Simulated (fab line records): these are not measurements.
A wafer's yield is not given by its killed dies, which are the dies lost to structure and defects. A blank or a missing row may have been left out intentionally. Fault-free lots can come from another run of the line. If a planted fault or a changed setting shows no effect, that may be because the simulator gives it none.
A single fault, viewed from 2 desks / flow rit_cmos / every desk sees just its own numbers, and what lay behind them comes last

TOOL OWNER'S DESK, implanter-02
For each lot that ran on this tool, the mean over its sampled wafers that have a number, from the tool's own readings at RIT_NWELL_IMPLANT_08. If a lot's mean is further than 4 standard deviations from the usual mean, the lot is out of limits and carries the mark OUT (the distance appears in the brackets).
Columns: A = dose_ions_cm2 at RIT_NWELL_IMPLANT_08, usual 4.999e+13; B = faraday_current_uA at RIT_NWELL_IMPLANT_08, usual 158
lot=L553; first seen here=day 2 19:17; A=5.013e+13; B=160
lot=L554; first seen here=day 2 21:41; A=5.003e+13; B=160
lot=L555; first seen here=day 3 03:53; A=2.892e+13 (-99 or more) OUT; B=91 (-21) OUT
lot=L558; first seen here=day 3 20:14; A=2.889e+13 (-99 or more) OUT; B=92 (-21) OUT
lot=L571; first seen here=day 6 15:52; A=4.995e+13; B=157
This desk finds L555, L558 out of limits, L555 being first, at day 3 03:53 (dose_ions_cm2 at RIT_NWELL_IMPLANT_08). In limits: L553, L554, L571.

AT THE METROLOGY DESK
Lot by lot, what the gauges showed, no matter which tool ran the lot: averages of those sampled wafers that carry a number. If a lot's mean is further than 4 standard deviations from the usual mean, the lot is out of limits and carries the mark OUT (the distance appears in the brackets).
Columns: A = NWELL_TW at RIT_NWELL_TW_MEAS_10, usual 2133; B = NWELL_RS at RIT_WELLDRIVE_RS_MEAS_01, usual 275.4 ohm/sq
lot=L549; first seen here=day 1 21:52; A=2151; B=275.7
lot=L550; first seen here=day 2 02:00; A=2162; B=275.7
lot=L551; first seen here=day 2 07:52; A=2142; B=275.3
lot=L552; first seen here=day 2 12:37; A=2100; B=274.9
lot=L553; first seen here=day 2 19:37; A=2157; B=275.4
lot=L554; first seen here=day 2 22:01; A=2139; B=274.6
lot=L555; first seen here=day 3 04:12; A=1772 (-16) OUT; B=387.3 (+99 or more) OUT
lot=L558; first seen here=day 3 20:33; A=1771 (-16) OUT; B=387.6 (+99 or more) OUT
lot=L564; first seen here=day 5 01:46; A=2146; B=274.8
lot=L567; first seen here=day 5 20:39; A=2144; B=276.3
lot=L569; first seen here=day 6 02:39; A=2149; B=276.0
lot=L570; first seen here=day 6 12:39; A=2156; B=275.3
lot=L571; first seen here=day 6 16:11; A=2091; B=275.5
lot=L572; first seen here=day 7 01:02; A=2102; B=275.7
This desk's finding: out of limits on L555, L558; first on L555, day 3 04:12 (NWELL_TW at RIT_NWELL_TW_MEAS_10). In limits: L549, L550, L551, L552, L553, L554, L564, L567, L569, L570, L571, L572.

TAKEN TOGETHER
The tool owner's desk had the chance to raise an alarm at day 3 03:53 on L555, L558.
At day 3 04:12 the metrology desk could have sounded an alarm, on L555, L558.
All the named lots went through RIT_NWELL_IMPLANT_08 on implanter-02.

WHAT THE SIMULATOR PUT IN
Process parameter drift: implanter-02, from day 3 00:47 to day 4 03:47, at RIT_NWELL_IMPLANT_08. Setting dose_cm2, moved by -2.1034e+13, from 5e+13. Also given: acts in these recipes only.
Shown lots that were struck: L555, L558.
Delay (hours) between the fault's onset and each desk's first out-of-limits reading: 3 at the tool owner's desk, 3 at the metrology desk.
